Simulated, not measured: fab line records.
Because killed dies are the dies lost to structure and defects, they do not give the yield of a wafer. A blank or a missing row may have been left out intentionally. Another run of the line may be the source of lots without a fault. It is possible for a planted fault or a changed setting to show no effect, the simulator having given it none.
Which tool is to blame? ; flow berkeley-cmos170 ; 14 lots, 42 wafers sampled, at 2 steps of a route of 331

## WHAT THE GAUGES READ, wafer by wafer
UCB170_V1_CD_MEAS_12: target cd 700 nm.
lot;measured;on;cd-nm (nm)
L358;day 7 05:22;cd-sem-01;698.9 699.6 698.5
L357;day 7 05:35;cd-sem-02;702.7 701.4 703.5
L359;day 7 09:36;cd-sem-01;701.2 699.7 699.4
L361;day 8 05:01;cd-sem-02;703.9 703.9 702.1
L362;day 8 05:18;cd-sem-01;699.2 698.3 699.2
L363;day 8 14:11;cd-sem-01;699.6 700.0 701.3
L364;day 9 05:37;cd-sem-01;700.3 700.4 698.7
L367;day 9 07:28;cd-sem-01;700.1 699.6 700.0
L365;day 9 07:33;cd-sem-02;699.3 701.6 700.2
L372;day 10 14:00;cd-sem-01;699.2 698.3 698.7
L373;day 10 14:05;cd-sem-02;695.9 696.8 696.1
L371;day 10 14:44;cd-sem-02;696.4 697.4 697.4
L374;day 10 16:11;cd-sem-02;701.0 700.7 701.3
L380;day 11 23:00;cd-sem-01;700.6 700.5 700.9

## TOOL THAT RAN EACH LOT (tool first, then ch and the chambers of the sampled wafers, then the start)
lot;UCB170_V1_PEB_10
L358;litho-track-02 ch 0, day 7 05:02
L357;litho-track-04 ch 0, day 7 05:20
L359;litho-track-03 ch 0, day 7 09:20
L361;litho-track-04 ch 0, day 8 04:42
L362;litho-track-03 ch 0, day 8 05:02
L363;litho-track-03 ch 0, day 8 13:55
L364;litho-track-03 ch 0, day 9 05:20
L367;litho-track-03 ch 0, day 9 07:11
L365;litho-track-02 ch 0, day 9 07:17
L372;litho-track-04 ch 0, day 10 13:44
L373;litho-track-02 ch 0, day 10 13:49
L371;litho-track-02 ch 0, day 10 14:21
L374;litho-track-03 ch 0, day 10 15:55
L380;litho-track-04 ch 0, day 11 22:43
- UCB170_V1_PEB_10

## AS READ BY THE TOOLS THEMSELVES (means over the sampled wafers that have a number; for cases with no such wafer, the mark the record gives instead)
UCB170_V1_PEB_10.
lot;tool;heater-power-total-W (W);plate-temp-C (C)
L358;litho-track-02;56.80;129.98
L357;litho-track-04;56.82;130.06
L359;litho-track-03;56.80;130.03
L361;litho-track-04;56.82;130.01
L362;litho-track-03;56.81;129.97
L363;litho-track-03;56.81;130.04
L364;litho-track-03;56.81;129.95
L367;litho-track-03;56.78;130.06
L365;litho-track-02;56.80;130.04
L372;litho-track-04;56.81;129.91
L373;litho-track-02;58.08;-
L371;litho-track-02;58.06;-
L374;litho-track-03;56.81;129.73
L380;litho-track-04;56.79;129.83

## THE ANSWER, worked out from the rows above alone
Rule: usual is defined by the lots themselves. The widest of any qualifying gaps counts: lots, ordered by their means at a reading, are off when they make up no more than a third of the lots, leave a main group of 4 or more, and stand apart from it by 3 or more times the standard deviation of that group's means. A main group is skipped when, at the precision printed for the reading in the tables above, its means are all equal. Also off: a lot with no number at a reading for which 4 or more lots have one. All remaining lots with rows at the step are treated as sound. Order of review: gauges by route order, followed by the tools' own readings, for which a lot's mean as printed above is used. At the first step where some lot is off, the reading lying furthest off is the one used; lots without a number count as furthest.
Off: L373, L371 (UCB170_V1_PEB_10, plate-temp-C). Without a number there: L373, L371. Mean 129.97 C and standard deviation 0.097 in the main group.
A tool fits if, at that step or a process step before it, it ran every lot that is off, and no sound lot after the first of them. One candidate fits, namely litho-track-02 at UCB170_V1_PEB_10. Its last sound lot is L365 (day 9 07:17), its first lot that is off L373 (day 10 13:49): a fault that began between those two fits.
The tool's own readings at UCB170_V1_PEB_10 bear it out: on the lots that are off they differ by more than 5 times the standard deviation of the sound lots' means. heater-power-total-W reads 58.07 W there against 56.80 W on the sound lots.
Blank at UCB170_V1_PEB_10 on the lots that are off, where sound lots have numbers: plate-temp-C.

## WHAT THE SIMULATOR HAD PUT IN
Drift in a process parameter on litho-track-02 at UCB170_V1_PEB_10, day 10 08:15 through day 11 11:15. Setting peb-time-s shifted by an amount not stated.
Lots struck among those shown: L373, L371. The same result came from the rule above.
